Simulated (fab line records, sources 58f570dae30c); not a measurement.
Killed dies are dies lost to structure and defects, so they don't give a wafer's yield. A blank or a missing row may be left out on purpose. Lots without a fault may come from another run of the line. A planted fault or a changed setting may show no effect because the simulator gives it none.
fab line records | flow berkeley_cmos170
record lots=5 wafers=15 last_day=10
route steps=331 shown PVT@119 GATE@125 FIELD@126 PLDD@145
lots that met no fault: from a run of the same line without faults
start_h: hours from the record's first day to the start of the lot's first wafer shown | wait_h: hours since the lot's step before | " the same as in the row above | L1.1+2: a row that stands for several wafers | - no value, or no start given | * or withheld: withheld | < > ~ a bound
route shown NAME@n: a module of which the file shows steps, and the number in the route of the first | usual: mean/standard deviation of fault-free wafers | same: alike in all rows | chamber/n: place in a boat | sites: the reading at each site | _std_site: their standard deviation | _edge_site: outer sites' mean less inner sites' | radius_mm: how far each site lies from the wafer's centre | mask NAME#n: copy n | behind: the tool/chamber that last shaped the wafer | hold: why the lot was held/for how many hours/how that ended | device: the transistor (n, p or np) that didn't switch | end of line: the same wafers' tests at the end of the route | a step without rows: its recipe alone | killed: dies lost to structure and defects at the first sort, not the wafer's yield | map: a wafer's dies, x killed, . not, _ none there
set.NAME: the setting as run; set.NAME@STEP: as run at that earlier step | model.NAME: the simulator's own value behind a step, which no gauge read
lots at some steps of the route; a table a step, a row a wafer
services: from which hour (start_h, from the record's first day; less than 0 if before it) a tool's chamber was out of use, for how many hours, and why
## steps
# step UCB170_PVT_PEB_04
# recipe peb_temp_c=130 peb_time_s=withheld resist=KrF
# usual chill_plate_temp_C=22.98/0.11
# columns lot.wafer tool chamber start_h wait_h chill_plate_temp_C
L078.1 litho_track-03 0 116.70 0.5 22.93
L078.3 " 0 " " 23.05
L078.4 " 0 " " 22.92
L080.2 litho_track-01 0 142.63 0.6 22.84
L080.4 " 0 " " 22.73
L080.5 " 0 " " 22.92
L084.2 litho_track-03 0 160.40 0.1 22.96
L084.4 " 0 " " 22.88
L084.5 " 0 " " 22.99
L088.2 litho_track-03 0 177.22 0.3 22.94
L088.3 " 0 " " 23.12
L088.5 " 0 " " 22.91
L089.2 litho_track-01 0 190.34 0.5 23.25
L089.3 " 0 " " 23.24
L089.6 " 0 " " 23.06
# step UCB170_PVT_DEVELOP_05
# recipe developer=TMAH develop_time_s=45 resist=KrF dev_temp_c=21
# usual chill_plate_temp_C=23.01/0.1
# columns lot.wafer tool chamber start_h wait_h chill_plate_temp_C
L078.1 litho_track-03 0 - - 23.29
L078.3 " 0 " " 23.33
L078.4 " 0 " " 23.13
L080.2 litho_track-01 0 - - 22.93
L080.4 " 0 " " 22.96
L080.5 " 0 " " 23.05
L084.2 litho_track-03 0 - - 23.00
L084.4 " 0 " " 22.79
L084.5 " 0 " " 22.89
L088.2 litho_track-03 0 - - 23.12
L088.3 " 0 " " 23.02
L088.5 " 0 " " 23.14
L089.2 litho_track-01 0 - - 23.02
L089.3 " 0 " " 22.97
L089.6 " 0 " " 23.00
# step UCB170_PVT_OVL_MEAS_06
# usual PVT_OVL=-3/5.7
# columns lot.wafer tool chamber start_h wait_h PVT_OVL[nm]
L078.1 overlay-02 - 116.98 - -9
L078.3 " - " " -10
L078.4 " - " " -10
L080.2 overlay-01 - 142.89 - -6
L080.4 " - " " -13
L080.5 " - " " -8
L084.2 overlay-01 - 160.66 - -3
L084.4 " - " " -3
L084.5 " - " " -1
L088.2 overlay-01 - 177.47 - 7
L088.3 " - " " 0
L088.5 " - " " 2
L089.2 overlay-02 - 190.60 - 7
L089.3 " - " " -6
L089.6 " - " " -2
# step UCB170_PVT_IMPLANT_07
# recipe species=P dose_cm2=1.968e+12 energy_kev=30 tilt_deg=7
# usual dose_ions_cm2=1.9681e+12/2.4e+09
# columns lot.wafer tool chamber start_h wait_h dose_ions_cm2
L078.1 implanter-03 0 117.01 0.0 1.9687e+12
L078.3 " 0 " " 1.9687e+12
L078.4 " 0 " " 1.9676e+12
L080.2 implanter-02 0 142.95 0.0 1.9684e+12
L080.4 " 0 " " 1.9681e+12
L080.5 " 0 " " 1.9716e+12
L084.2 implanter-03 0 160.71 0.0 1.9655e+12
L084.4 " 0 " " 1.9637e+12
L084.5 " 0 " " 1.9675e+12
L088.2 implanter-03 0 177.53 0.0 1.968e+12
L088.3 " 0 " " 1.969e+12
L088.5 " 0 " " 1.9679e+12
L089.2 implanter-04 0 190.65 0.0 1.9693e+12
L089.3 " 0 " " 1.9675e+12
L089.6 " 0 " " 1.9684e+12
# step UCB170_PVT_STRIP_08
# recipe chemistry=O2 power_w=400 pressure_mtorr=3500 platen_temp_c=withheld o2_flow_sccm=400 overash_fraction=0.5
# usual drypump_motor_current_A=5.6/0.41 oes_product_au=0.734/0.0045 strip_time_to_endpoint_s=21.57/0.061
# columns lot.wafer tool chamber start_h wait_h drypump_motor_current_A oes_product_au rf_hours_counter_h strip_time_to_endpoint_s
L078.1 plasma_asher-01 0 117.16 0.1 5.1 0.744 43 21.65
L078.3 " 1 " " 5.5 0.736 - 21.63
L078.4 " 0 " " 5.1 0.735 - 21.56
L080.2 plasma_asher-03 0 143.07 0.1 6.0 0.730 45 21.44
L080.4 " 0 " " 6.1 0.738 - 21.53
L080.5 " 1 " " 5.5 0.729 - 21.54
L084.2 plasma_asher-04 1 160.84 0.1 5.3 0.732 4 21.52
L084.4 " 1 " " 5.3 0.734 - 21.59
L084.5 " 1 " " 5.3 0.738 - 21.54
L088.2 plasma_asher-04 1 177.65 0.1 5.3 0.733 6 21.72
L088.3 " 0 " " 6.3 0.731 - 21.63
L088.5 " 1 " " 5.3 0.742 - 21.65
L089.2 plasma_asher-01 0 190.78 0.1 5.1 0.736 50 21.49
L089.3 " 0 " " 5.1 0.729 - 21.48
L089.6 " 0 " " 5.1 0.722 - 21.47
# step UCB170_PVT_TW_MEAS_09
# usual PVT_TW=512/6.3
# columns lot.wafer tool chamber start_h wait_h PVT_TW
L078.1 film_metro-04 - 117.26 0.1 505
L078.3 " - " " 505
L078.4 " - " " 508
L080.2 film_metro-04 - 143.18 0.1 508
L080.4 " - " " 508
L080.5 " - " " 508
L084.2 film_metro-03 - 160.95 0.1 508
L084.4 " - " " 509
L084.5 " - " " 506
L088.2 film_metro-03 - 177.76 0.1 512
L088.3 " - " " 509
L088.5 " - " " 512
L089.2 film_metro-03 - 190.94 0.1 508
L089.3 " - " " 508
L089.6 " - " " 512
# step UCB170_GATE_WET_ETCH_00
# recipe chemistry=dHF dilution=25:1 target=SiO2 temp_c=25 time_s=200
# columns lot.wafer tool chamber start_h wait_h
L078.1+3+4 wet_bench-01 3 117.37 0.1
L080.2+4+5 wet_bench-01 2 143.23 0.0
L084.2+4+5 wet_bench-01 0 161.03 0.1
L088.2+3+5 wet_bench-02 2 177.81 0.0
L089.2+3+6 wet_bench-02 0 190.99 0.0
# step UCB170_FIELD_THK_MEAS_91
# recipe reads=SiO2_of_FIELD_OXIDATION_01
# usual FIELD_OXIDE_LEFT_2_THK=356/11
# columns lot.wafer tool chamber start_h wait_h FIELD_OXIDE_LEFT_2_THK[nm]
L078.1 film_metro-03 - 117.43 0.0 371
L078.3 " - " " 362
L078.4 " - " " 369
L080.2 film_metro-02 - 143.30 0.0 365
L080.4 " - " " 361
L080.5 " - " " 363
L084.2 film_metro-02 - 161.11 0.0 348
L084.4 " - " " 350
L084.5 " - " " 347
L088.2 film_metro-02 - 177.89 0.0 352
L088.3 " - " " 339
L088.5 " - " " 345
L089.2 film_metro-03 - 191.06 0.0 354
L089.3 " - " " 358
L089.6 " - " " 362
# step UCB170_GATE_OXIDATION_01
# recipe temp_c=850 ambient=O2 target_thk_a=66 ox_time_s=1800
# usual spike_tc_centre_C=852.6/1 spike_tc_source_C=871.7/2.9
# columns lot.wafer tool chamber start_h wait_h spike_tc_centre_C spike_tc_source_C
L078.1 furnace-03 0 119.35 1.9 852.9 868.3
L078.3 " 0 " " 851.7 868.8
L078.4 " 0 " " 851.6 869.2
L080.2 furnace-04 0 146.02 2.7 855.9 874.3
L080.4 " 0 " " 853.4 872.8
L080.5 " 0 " " 851.4 872.5
L084.2 furnace-03 0 165.13 4.0 851.3 867.9
L084.4 " 0 " " 852.0 869.1
L084.5 " 0 " " 852.0 867.3
L088.2 furnace-02 0 177.97 0.1 852.3 874.3
L088.3 " 0 " " 851.6 875.7
L088.5 " 0 " " 852.0 875.3
L089.2 furnace-02 0 194.59 3.5 853.4 876.6
L089.3 " 0 " " 853.6 875.3
L089.6 " 0 " " 853.0 877.0
# step UCB170_GATE_THK_MEAS_02
# recipe reads=SiO2_of_GATE_OXIDATION_01
# usual GATE_OXIDE_THK=6.56/0.16
# columns lot.wafer tool chamber start_h wait_h GATE_OXIDE_THK[nm]
L078.1 film_metro-01 - 120.85 0.0 6.39
L078.3 " - " " 6.53
L078.4 " - " " 6.53
L080.2 film_metro-04 - 147.53 0.0 6.46
L080.4 " - " " 6.52
L080.5 " - " " 6.60
L084.2 film_metro-02 - 166.64 0.0 6.53
L084.4 " - " " 6.55
L084.5 " - " " 6.69
L088.2 film_metro-02 - 179.48 0.0 6.76
L088.3 " - " " 6.75
L088.5 " - " " 6.53
L089.2 film_metro-02 - 196.10 0.0 6.68
L089.3 " - " " 6.53
L089.6 " - " " 6.73
# step UCB170_GATE_ANNEAL_03
# recipe temp_c=900 time_s=1800 ambient=N2
# usual spike_tc_centre_C=902.7/1.2 spike_tc_source_C=921.9/2.8
# columns lot.wafer tool chamber start_h wait_h spike_tc_centre_C spike_tc_source_C
L078.1 furnace-04 0 126.73 5.9 902.5 923.4
L078.3 " 0 " " 902.4 922.5
L078.4 " 0 " " 904.7 922.0
L080.2 furnace-02 0 151.35 3.8 902.7 924.9
L080.4 " 0 " " 901.2 927.5
L080.5 " 0 " " 901.6 926.1
L084.2 furnace-04 0 171.70 5.0 904.1 921.7
L084.4 " 0 " " 904.5 924.2
L084.5 " 0 " " 902.0 923.4
L088.2 furnace-03 0 185.79 6.3 903.8 917.5
L088.3 " 0 " " 903.5 918.6
L088.5 " 0 " " 901.8 919.4
L089.2 furnace-03 0 200.06 4.0 902.8 921.3
L089.3 " 0 " " 902.2 919.3
L089.6 " 0 " " 902.7 919.8
# step UCB170_GATE_CVD_04
# recipe material=poly-Si temp_c=610 precursor=SiH4 time_s=1440 pressure_mtorr=375 target_thk_nm=214 sih4_flow_sccm=120
# usual spike_tc_centre_C=612.7/1.1 spike_tc_source_C=631.0/1.9
# columns lot.wafer tool chamber start_h wait_h spike_tc_centre_C spike_tc_source_C
L078.1 lpcvd-01 1 129.43 1.2 613.7 631.5
L078.3 " 1 " " 613.4 629.0
L078.4 " 1 " " 613.6 630.2
L080.2 lpcvd-02 1 152.85 0.0 610.2 630.8
L080.4 " 1 " " 610.4 628.9
L080.5 " 1 " " 611.0 629.1
L084.2 lpcvd-02 0 173.73 0.5 612.6 635.2
L084.4 " 0 " " 614.7 632.7
L084.5 " 0 " " 614.5 632.9
L088.2 lpcvd-02 1 187.29 0.0 611.6 628.5
L088.3 " 1 " " 612.2 630.6
L088.5 " 1 " " 611.5 629.7
L089.2 lpcvd-01 0 201.56 0.0 612.8 630.2
L089.3 " 0 " " 612.7 631.7
L089.6 " 0 " " 613.2 630.2
# step UCB170_GATE_THK_MEAS_05
# recipe reads=poly-Si_of_GATE_CVD_04
# usual GATE_POLY_THK=213.3/2.2
# columns lot.wafer tool chamber start_h wait_h GATE_POLY_THK[nm]
L078.1 film_metro-01 - 130.83 0.0 218.5
L078.3 " - " " 218.8
L078.4 " - " " 219.2
L080.2 film_metro-01 - 154.26 0.0 212.9
L080.4 " - " " 212.4
L080.5 " - " " 212.2
L084.2 film_metro-01 - 175.14 0.0 214.6
L084.4 " - " " 214.8
L084.5 " - " " 214.3
L088.2 film_metro-01 - 188.70 0.0 213.0
L088.3 " - " " 213.3
L088.5 " - " " 213.4
L089.2 film_metro-04 - 202.97 0.0 213.8
L089.3 " - " " 212.8
L089.6 " - " " 214.3
# step UCB170_GATE_COAT_06
# recipe resist=BARC temp_c=withheld time_s=withheld spin_rpm=3000 resist_thk_nm=withheld
# usual chill_plate_temp_C=*
# columns lot.wafer tool chamber start_h wait_h chill_plate_temp_C
L078.1 litho_track-02 0 130.89 0.1 *
L078.3 " 0 " " *
L078.4 " 0 " " *
L080.2 litho_track-02 0 154.59 0.3 *
L080.4 " 0 " " *
L080.5 " 0 " " *
L084.2 litho_track-03 0 175.25 0.1 *
L084.4 " 0 " " *
L084.5 " 0 " " *
L088.2 litho_track-03 0 188.77 0.1 *
L088.3 " 0 " " *
L088.5 " 0 " " *
L089.2 litho_track-02 0 203.04 0.1 *
L089.3 " 0 " " *
L089.6 " 0 " " *
# step UCB170_GATE_COAT_07
# recipe resist=KrF spin_rpm=1500 resist_thk_nm=900
# usual chill_plate_temp_C=22.99/0.1
# columns lot.wafer tool chamber start_h wait_h chill_plate_temp_C
L078.1 litho_track-02 0 - - 23.10
L078.3 " 0 " " 23.19
L078.4 " 0 " " 22.95
L080.2 litho_track-02 0 - - 23.12
L080.4 " 0 " " 23.06
L080.5 " 0 " " 23.21
L084.2 litho_track-03 0 - - 22.88
L084.4 " 0 " " 22.76
L084.5 " 0 " " 22.83
L088.2 litho_track-03 0 - - 22.94
L088.3 " 0 " " 22.90
L088.5 " 0 " " 22.97
L089.2 litho_track-02 0 - - 23.01
L089.3 " 0 " " 23.06
L089.6 " 0 " " 22.98
# step UCB170_GATE_SOFTBAKE_08
# recipe resist=KrF temp_c=130 time_s=60
# usual chill_plate_temp_C=22.98/0.11
# columns lot.wafer tool chamber start_h wait_h chill_plate_temp_C
L078.1 litho_track-02 0 - - 22.86
L078.3 " 0 " " 23.00
L078.4 " 0 " " 22.85
L080.2 litho_track-02 0 - - 22.99
L080.4 " 0 " " 22.98
L080.5 " 0 " " 22.82
L084.2 litho_track-03 0 - - 23.16
L084.4 " 0 " " 23.19
L084.5 " 0 " " 23.03
L088.2 litho_track-03 0 - - 22.99
L088.3 " 0 " " 23.04
L088.5 " 0 " " 23.04
L089.2 litho_track-02 0 - - 22.90
L089.3 " 0 " " 22.93
L089.6 " 0 " " 22.98
# step UCB170_GATE_EXPOSE_09
# recipe mask_id=POLY target_cd_nm=350 na=0.5 sigma_outer=0.6 source_shape=conventional dose_mj=21
# same na=0.5
# columns lot.wafer tool chamber start_h wait_h mask
L078.1+3+4 krf_scanner-01 0 131.47 - POLY#0
L080.2+4+5 krf_scanner-02 0 155.16 - POLY#0
L084.2+4+5 krf_scanner-02 0 175.69 - POLY#0
L088.2+3+5 krf_scanner-01 0 189.34 - POLY#0
L089.2+3+6 krf_scanner-01 0 203.49 - POLY#0
# step UCB170_GATE_PEB_10
# recipe peb_temp_c=130 peb_time_s=withheld resist=KrF
# usual chill_plate_temp_C=23.02/0.1
# columns lot.wafer tool chamber start_h wait_h chill_plate_temp_C
L078.1 litho_track-03 0 131.58 0.1 22.71
L078.3 " 0 " " 23.01
L078.4 " 0 " " 22.97
L080.2 litho_track-04 0 155.51 0.3 23.00
L080.4 " 0 " " 22.93
L080.5 " 0 " " 22.91
L084.2 litho_track-03 0 175.97 0.3 23.16
L084.4 " 0 " " 23.28
L084.5 " 0 " " 23.02
L088.2 litho_track-04 0 190.00 0.6 22.92
L088.3 " 0 " " 22.83
L088.5 " 0 " " 22.95
L089.2 litho_track-02 0 203.61 0.1 22.93
L089.3 " 0 " " 23.08
L089.6 " 0 " " 22.99
# step UCB170_GATE_DEVELOP_11
# recipe developer=TMAH develop_time_s=45 resist=KrF dev_temp_c=21
# usual chill_plate_temp_C=22.98/0.085
# columns lot.wafer tool chamber start_h wait_h chill_plate_temp_C
L078.1 litho_track-03 0 - - 22.97
L078.3 " 0 " " 23.02
L078.4 " 0 " " 23.06
L080.2 litho_track-04 0 - - 22.91
L080.4 " 0 " " 23.01
L080.5 " 0 " " 22.85
L084.2 litho_track-03 0 - - 23.08
L084.4 " 0 " " 23.01
L084.5 " 0 " " 23.07
L088.2 litho_track-04 0 - - 23.01
L088.3 " 0 " " 23.01
L088.5 " 0 " " 22.94
L089.2 litho_track-02 0 - - 23.14
L089.3 " 0 " " 22.93
L089.6 " 0 " " 23.01
# step UCB170_GATE_CD_MEAS_12
# recipe target_cd_nm=350
# usual cd_nm=349.9/1.4
# columns lot.wafer tool chamber start_h wait_h cd_nm
L078.1 cd_sem-02 - 131.86 - 349.0
L078.3 " - " " 350.6
L078.4 " - " " 350.1
L080.2 cd_sem-01 - 155.78 - 352.6
L080.4 " - " " 352.8
L080.5 " - " " 353.1
L084.2 cd_sem-01 - 176.24 - 348.3
L084.4 " - " " 349.6
L084.5 " - " " 347.8
L088.2 cd_sem-01 - 190.27 - 348.1
L088.3 " - " " 347.9
L088.5 " - " " 348.2
L089.2 cd_sem-01 - 203.88 - 350.1
L089.3 " - " " 350.2
L089.6 " - " " 350.4
# step UCB170_GATE_OVL_MEAS_13
# usual GATE_OVL=-3/5.1
# columns lot.wafer tool chamber start_h wait_h GATE_OVL[nm]
L078.1 overlay-02 - 131.98 0.1 -1
L078.3 " - " " 2
L078.4 " - " " 0
L080.2 overlay-02 - 155.89 0.1 -3
L080.4 " - " " -6
L080.5 " - " " -4
L084.2 overlay-02 - 176.35 0.1 5
L084.4 " - " " 3
L084.5 " - " " -4
L088.2 overlay-02 - 190.37 0.1 -1
L088.3 " - " " -11
L088.5 " - " " -6
L089.2 overlay-01 - 203.98 0.1 -7
L089.3 " - " " -7
L089.6 " - " " -6
# step UCB170_GATE_ETCH_14
# recipe chemistry=N2/H2 target_depth_a=withheld overetch_a=withheld target=BARC time_s=withheld source_w=500 bias_w=100 pressure_mtorr=30 n2_flow_sccm=100 h2_flow_sccm=200
# usual drypump_motor_current_A=5.6/0.52 oes_product_au=0.995/0.017 rf_fwd_power_W=494.8/1.8 throttle_valve_pct=13.45/0.17
# columns lot.wafer tool chamber start_h wait_h drypump_motor_current_A oes_product_au rf_fwd_power_W throttle_valve_pct
L078.1 rie_diel-02 2 132.01 0.0 5.9 1.015 496.5 13.58
L078.3 " 3 " " 6.0 0.964 496.0 13.38
L078.4 " 1 " " 5.9 1.004 495.8 13.13
L080.2 rie_diel-01 3 155.92 0.0 6.0 1.023 494.6 13.37
L080.4 " 1 " " 4.9 0.983 492.7 13.59
L080.5 " 0 " " 5.2 0.998 494.4 13.51
L084.2 rie_diel-04 0 176.38 0.0 5.8 1.000 496.3 13.40
L084.4 " 3 " " 5.0 0.993 496.2 13.37
L084.5 " 3 " " 5.0 0.987 496.8 13.36
L088.2 rie_diel-04 1 190.40 0.0 4.8 0.985 494.3 13.65
L088.3 " 3 " " 5.0 0.968 496.1 13.35
L088.5 " 3 " " 5.0 0.972 496.9 13.36
L089.2 rie_diel-02 2 204.01 0.0 5.9 1.019 495.9 13.57
L089.3 " 3 " " 6.0 0.985 495.6 13.40
L089.6 " 2 " " 5.9 1.024 497.9 13.55
# step UCB170_GATE_ETCH_15
# recipe chemistry=HBr/Cl2 target=poly-Si stop_on=SiO2 over_etch_frac=0.3 icp_w=300 bias_w=150 time_s=56.3 pressure_mtorr=15 HBr_flow_sccm=150 Cl2_flow_sccm=50 target_depth_a=2782
# usual drypump_motor_current_A=5.9/0.45 oes_product_au=0.843/0.012 rf_fwd_power_W=297.6/1.5 throttle_valve_pct=26.41/0.26
# columns lot.wafer tool chamber start_h wait_h drypump_motor_current_A oes_product_au rf_fwd_power_W rf_hours_counter_h throttle_valve_pct
L078.1 rie_si-02 2 132.06 - 6.3 0.853 299.0 137 26.74
L078.3 " 1 " " 5.4 0.865 298.6 - 26.06
L078.4 " 2 " " 6.3 0.848 299.0 - 26.74
L080.2 rie_si-01 3 155.96 - 5.6 0.841 295.4 78 26.37
L080.4 " 0 " " 6.0 0.856 297.6 2 26.56
L080.5 " 2 " " 5.6 0.836 295.2 - 26.47
L084.2 rie_si-02 1 176.42 - 5.4 0.858 296.9 22 26.05
L084.4 " 2 " " 6.3 0.847 298.6 0 26.71
L084.5 " 0 " " 5.8 0.855 298.0 - 26.72
L088.2 rie_si-02 3 190.45 - 5.8 0.832 297.4 0 26.46
L088.3 " 0 " " 5.8 0.855 299.5 0 26.71
L088.5 " 3 " " 5.8 0.839 297.0 - 26.47
L089.2 rie_si-01 1 204.06 - 6.8 0.829 297.2 6 26.03
L089.3 " 3 " " 5.5 0.831 297.6 78 26.37
L089.6 " 3 " " 5.5 0.843 297.9 - 26.37
# step UCB170_GATE_STRIP_16
# recipe chemistry=O2 power_w=400 pressure_mtorr=3500 platen_temp_c=withheld o2_flow_sccm=400 overash_fraction=0.5
# usual drypump_motor_current_A=5.9/0.43 oes_product_au=0.724/0.0047
# columns lot.wafer tool chamber start_h wait_h drypump_motor_current_A oes_product_au rf_hours_counter_h
L078.1 plasma_asher-03 1 132.13 0.0 5.5 0.719 44
L078.3 " 1 " " 5.5 0.720 -
L078.4 " 0 " " 6.0 0.722 -
L080.2 plasma_asher-02 0 156.01 0.0 5.8 0.723 36
L080.4 " 0 " " 5.8 0.726 -
L080.5 " 0 " " 5.8 0.725 -
L084.2 plasma_asher-04 0 176.47 0.0 6.3 0.724 6
L084.4 " 1 " " 5.3 0.725 -
L084.5 " 1 " " 5.3 0.723 -
L088.2 plasma_asher-04 1 190.49 0.0 5.3 0.722 7
L088.3 " 0 " " 6.3 0.738 -
L088.5 " 1 " " 5.3 0.725 -
L089.2 plasma_asher-02 1 204.10 0.0 6.6 0.728 40
L089.3 " 1 " " 6.5 0.726 -
L089.6 " 1 " " 6.5 0.725 -
# step UCB170_GATE_CD_MEAS_90
# recipe target_cd_nm=350
# usual cd_nm=349.9/1.5
# columns lot.wafer tool chamber start_h wait_h cd_nm
L078.1 cd_sem-01 - 132.23 0.1 348.3
L078.3 " - " " 350.2
L078.4 " - " " 349.2
L080.2 cd_sem-02 - 156.15 0.1 352.5
L080.4 " - " " 353.5
L080.5 " - " " 353.4
L084.2 cd_sem-02 - 176.59 0.1 348.8
L084.4 " - " " 350.0
L084.5 " - " " 347.7
L088.2 cd_sem-01 - 190.61 0.1 347.3
L088.3 " - " " 347.9
L088.5 " - " " 348.6
L089.2 cd_sem-02 - 204.22 0.1 350.9
L089.3 " - " " 350.2
L089.6 " - " " 349.8
# step UCB170_GATE_CLEAN_17
# recipe chemistry=SPM temp_c=120 time_s=600
# columns lot.wafer tool chamber start_h wait_h
L078.1+3+4 wet_bench-01 3 132.35 0.1
L080.2+4+5 wet_bench-02 1 156.25 0.1
L084.2+4+5 wet_bench-04 3 176.75 0.1
L088.2+3+5 wet_bench-01 1 190.71 0.1
L089.2+3+6 wet_bench-04 1 204.32 0.1
# step UCB170_PLDD_HMDS_00
# recipe prime_time_s=60 prime_temp_c=100
# usual chill_plate_temp_C=23.02/0.11
# columns lot.wafer tool chamber start_h wait_h chill_plate_temp_C
L078.1 litho_track-01 0 132.52 0.0 22.95
L078.3 " 0 " " 22.95
L078.4 " 0 " " 22.94
L080.2 litho_track-02 0 156.45 0.0 23.13
L080.4 " 0 " " 23.11
L080.5 " 0 " " 23.25
L084.2 litho_track-04 0 176.95 0.0 22.80
L084.4 " 0 " " 22.91
L084.5 " 0 " " 23.01
L088.2 litho_track-04 0 191.00 0.1 23.00
L088.3 " 0 " " 22.99
L088.5 " 0 " " 23.13
L089.2 litho_track-01 0 204.70 0.0 23.05
L089.3 " 0 " " 23.16
L089.6 " 0 " " 23.19
# step UCB170_PLDD_COAT_01
# recipe resist=KrF spin_rpm=1500 resist_thk_nm=900
# usual chill_plate_temp_C=22.99/0.1
# columns lot.wafer tool chamber start_h wait_h chill_plate_temp_C
L078.1 litho_track-01 0 132.67 0.1 23.05
L078.3 " 0 " " 23.04
L078.4 " 0 " " 22.99
L080.2 litho_track-02 0 156.60 0.1 23.20
L080.4 " 0 " " 22.88
L080.5 " 0 " " 23.10
L084.2 litho_track-04 0 177.10 0.1 22.83
L084.4 " 0 " " 22.75
L084.5 " 0 " " 22.88
L088.2 litho_track-04 0 191.15 0.1 22.81
L088.3 " 0 " " 23.05
L088.5 " 0 " " 22.97
L089.2 litho_track-01 0 204.85 0.1 23.01
L089.3 " 0 " " 22.99
L089.6 " 0 " " 22.97
# step UCB170_PLDD_SOFTBAKE_02
# recipe resist=KrF temp_c=130.8 time_s=60
# usual chill_plate_temp_C=22.99/0.11
# columns lot.wafer tool chamber start_h wait_h chill_plate_temp_C
L078.1 litho_track-01 0 132.82 0.1 22.98
L078.3 " 0 " " 22.87
L078.4 " 0 " " 22.69
L080.2 litho_track-02 0 156.75 0.1 23.06
L080.4 " 0 " " 23.12
L080.5 " 0 " " 22.97
L084.2 litho_track-04 0 177.25 0.1 23.09
L084.4 " 0 " " 23.12
L084.5 " 0 " " 22.97
L088.2 litho_track-04 0 191.30 0.1 23.15
L088.3 " 0 " " 23.07
L088.5 " 0 " " 23.06
L089.2 litho_track-01 0 205.00 0.1 23.01
L089.3 " 0 " " 22.93
L089.6 " 0 " " 22.93
# step UCB170_PLDD_EXPOSE_03
# recipe mask_id=PSELECT na=0.5 sigma_outer=0.6 source_shape=conventional target_cd_nm=1200 dose_mj=30
# same na=0.5
# columns lot.wafer tool chamber start_h wait_h mask
L078.1+3+4 krf_scanner-02 0 133.10 0.2 PSELECT#0
L080.2+4+5 krf_scanner-01 0 156.89 0.1 PSELECT#0
L084.2+4+5 krf_scanner-02 0 177.52 0.2 PSELECT#0
L088.2+3+5 krf_scanner-01 0 191.44 0.1 PSELECT#0
L089.2+3+6 krf_scanner-02 0 205.14 0.1 PSELECT#0
# step UCB170_PLDD_PEB_04
# recipe peb_temp_c=130 peb_time_s=withheld resist=KrF
# usual chill_plate_temp_C=22.99/0.1
# columns lot.wafer tool chamber start_h wait_h chill_plate_temp_C
L078.1 litho_track-04 0 133.76 0.6 22.92
L078.3 " 0 " " 22.98
L078.4 " 0 " " 23.10
L080.2 litho_track-01 0 157.05 0.1 23.00
L080.4 " 0 " " 23.13
L080.5 " 0 " " 23.09
L084.2 litho_track-04 0 177.68 0.1 22.87
L084.4 " 0 " " 22.88
L084.5 " 0 " " 22.87
L088.2 litho_track-04 0 191.90 0.4 23.09
L088.3 " 0 " " 23.03
L088.5 " 0 " " 22.92
L089.2 litho_track-01 0 205.27 0.1 22.84
L089.3 " 0 " " 22.88
L089.6 " 0 " " 22.90
# step UCB170_PLDD_DEVELOP_05
# recipe developer=TMAH develop_time_s=45 resist=KrF dev_temp_c=21
# usual chill_plate_temp_C=22.99/0.12
# columns lot.wafer tool chamber start_h wait_h chill_plate_temp_C
L078.1 litho_track-04 0 - - 22.97
L078.3 " 0 " " 22.93
L078.4 " 0 " " 23.06
L080.2 litho_track-01 0 - - 22.97
L080.4 " 0 " " 23.07
L080.5 " 0 " " 23.06
L084.2 litho_track-04 0 - - 22.86
L084.4 " 0 " " 22.80
L084.5 " 0 " " 23.06
L088.2 litho_track-04 0 - - 23.08
L088.3 " 0 " " 23.03
L088.5 " 0 " " 22.94
L089.2 litho_track-01 0 - - 23.07
L089.3 " 0 " " 22.94
L089.6 " 0 " " 22.93
# step UCB170_PLDD_CD_MEAS_06
# recipe target_cd_nm=1200
# usual cd_nm=1199.8/1.6
# columns lot.wafer tool chamber start_h wait_h cd_nm
L078.1 cd_sem-02 - 134.04 - 1201.1
L078.3 " - " " 1200.6
L078.4 " - " " 1200.4
L080.2 cd_sem-01 - 157.32 - 1201.2
L080.4 " - " " 1201.9
L080.5 " - " " 1200.0
L084.2 cd_sem-02 - 177.95 - 1202.7
L084.4 " - " " 1201.7
L084.5 " - " " 1202.3
L088.2 cd_sem-01 - 192.17 - 1200.8
L088.3 " - " " 1201.0
L088.5 " - " " 1200.0
L089.2 cd_sem-02 - 205.54 - 1201.9
L089.3 " - " " 1204.0
L089.6 " - " " 1203.2
# step UCB170_PLDD_OVL_MEAS_07
# usual PLDD_OVL=-2/4.5
# columns lot.wafer tool chamber start_h wait_h PLDD_OVL[nm]
L078.1 overlay-01 - 134.16 0.1 1
L078.3 " - " " 3
L078.4 " - " " 5
L080.2 overlay-02 - 157.43 0.1 -10
L080.4 " - " " -7
L080.5 " - " " -7
L084.2 overlay-01 - 178.05 0.1 -1
L084.4 " - " " 0
L084.5 " - " " -3
L088.2 overlay-02 - 192.27 0.1 -1
L088.3 " - " " -3
L088.5 " - " " 5
L089.2 overlay-02 - 205.64 0.1 -7
L089.3 " - " " -3
L089.6 " - " " -10
# step UCB170_PLDD_IMPLANT_08
# recipe species=BF2 dose_cm2=5e+13 energy_kev=10 tilt_deg=7 rotation_deg=0
# usual dose_ions_cm2=4.999e+13/6.2e+10
# columns lot.wafer tool chamber start_h wait_h dose_ions_cm2
L078.1 implanter-02 0 134.19 0.0 4.995e+13
L078.3 " 0 " " 5.003e+13
L078.4 " 0 " " 5.006e+13
L080.2 implanter-04 0 157.48 0.0 4.99e+13
L080.4 " 0 " " 4.997e+13
L080.5 " 0 " " 4.988e+13
L084.2 implanter-04 0 178.11 0.0 4.995e+13
L084.4 " 0 " " 4.984e+13
L084.5 " 0 " " 4.993e+13
L088.2 implanter-04 0 192.33 0.0 4.995e+13
L088.3 " 0 " " 4.998e+13
L088.5 " 0 " " 4.997e+13
L089.2 implanter-02 0 205.70 0.0 4.996e+13
L089.3 " 0 " " 4.999e+13
L089.6 " 0 " " 5.001e+13
## services
# columns tool chamber start_h hours kind
rie_diel-04 1 108.63 6.2 repair
plasma_asher-04 - 108.75 9.0 pm
furnace-04 - 113.14 2.7 pm
lpcvd-02 - 113.46 6.0 pm
rie_diel-04 1 115.04 8.9 repair
lpcvd-02 - 126.14 6.1 pm
rie_si-02 0 129.51 4.8 repair
krf_scanner-02 - 138.36 1.0 pm
krf_scanner-01 - 159.99 4.0 pm
rie_si-01 - 160.51 2.8 pm
krf_scanner-02 - 167.63 0.8 pm
furnace-03 - 168.30 3.9 pm
furnace-02 - 170.95 4.0 pm
furnace-04 - 174.55 30.0 pm
krf_scanner-02 - 176.70 0.6 repair
krf_scanner-02 - 178.46 2.4 repair
rie_si-01 - 185.40 4.5 repair
krf_scanner-02 - 187.03 1.9 repair
rie_si-01 - 199.61 0.3 repair
implanter-03 - 200.97 3.1 repair
rie_diel-04 1 203.93 10.9 repair
krf_scanner-01 - 204.52 1.3 pm
furnace-04 - 204.59 4.7 pm
rie_diel-02 2 205.21 10.4 repair
## key
fault none
